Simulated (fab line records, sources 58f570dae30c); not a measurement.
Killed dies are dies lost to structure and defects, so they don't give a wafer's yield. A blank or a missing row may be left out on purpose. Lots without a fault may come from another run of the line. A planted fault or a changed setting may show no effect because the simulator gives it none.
One fault seen from 2 desks | flow berkeley_cmos170 | each desk has only its own numbers; what lay behind them comes last

THE TOOL OWNER'S DESK: implanter-01
The tool's own readings at UCB170_PLDD_IMPLANT_09: means of the sampled wafers that have a number, for each lot that ran on this tool. A lot is out of limits, marked OUT, if its mean lies more than 4 standard deviations from the usual mean; the brackets give that distance.
Columns: A = dose_ions_cm2 at UCB170_PLDD_IMPLANT_09, usual 4.999e+13; B = faraday_current_uA at UCB170_PLDD_IMPLANT_09, usual 159
lot  | first seen here | A                           | B
L195 | day 7 04:10     | 4.997e+13                   | 158
L204 | day 8 10:43     | 5.002e+13                   | 158
L201 | day 8 11:02     | 4.994e+13                   | 157
L212 | day 9 20:53     | 2.745e+13 (-99 or more) OUT | 88 (-23) OUT
L213 | day 10 01:42    | 2.750e+13 (-99 or more) OUT | 87 (-23) OUT
This desk's finding: out of limits on L212, L213; first on L212, day 9 20:53 (dose_ions_cm2 at UCB170_PLDD_IMPLANT_09). In limits: L195, L204, L201.

THE METROLOGY DESK
What the gauges read, lot by lot, whatever tool the lot ran on: means of the sampled wafers that have a number. A lot is out of limits, marked OUT, if its mean lies more than 4 standard deviations from the usual mean; the brackets give that distance.
Columns: A = PLDD_TW at UCB170_PLDD_TW_MEAS_11, usual 1012; B = PLDD_RS at UCB170_SDANNEAL_RS_MEAS_04, usual 1032 ohm/sq
lot  | first seen here | A             | B
L197 | day 7 03:19     | 1017          | 1032
L198 | day 7 03:54     | 1020          | 1031
L195 | day 7 04:33     | 1024          | 1030
L200 | day 7 12:58     | 1018          | 1033
L199 | day 7 13:05     | 1005          | 1034
L203 | day 8 10:07     | 1007          | 1037
L204 | day 8 10:56     | 1007          | 1033
L202 | day 8 11:13     | 1019          | 1029
L201 | day 8 11:15     | 1006          | 1033
L212 | day 9 21:08     | 936 (-12) OUT | 1263 (+77) OUT
L213 | day 10 01:56    | 931 (-12) OUT | 1263 (+77) OUT
L216 | day 10 19:40    | 1009          | 1033
L217 | day 11 04:06    | 1005          | 1034
L218 | day 11 13:22    | 1009          | 1034
This desk's finding: out of limits on L212, L213; first on L212, day 9 21:08 (PLDD_TW at UCB170_PLDD_TW_MEAS_11). In limits: L197, L198, L195, L200, L199, L203, L204, L202, L201, L216, L217, L218.

PUT TOGETHER
The tool owner's desk could have raised an alarm at day 9 20:53, on L212, L213.
The metrology desk could have raised an alarm at day 9 21:08, on L212, L213.
Of the lots named, all ran UCB170_PLDD_IMPLANT_09 on implanter-01.

WHAT THE SIMULATOR HAD PUT IN
Process parameter drift: implanter-01, from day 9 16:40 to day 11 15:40, at UCB170_PLDD_IMPLANT_09. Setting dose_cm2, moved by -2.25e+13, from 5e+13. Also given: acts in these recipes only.
Lots struck among those shown: L212, L213.
Hours from the fault's start to each desk's first reading out of limits: the tool owner's desk, 4; the metrology desk, 4.
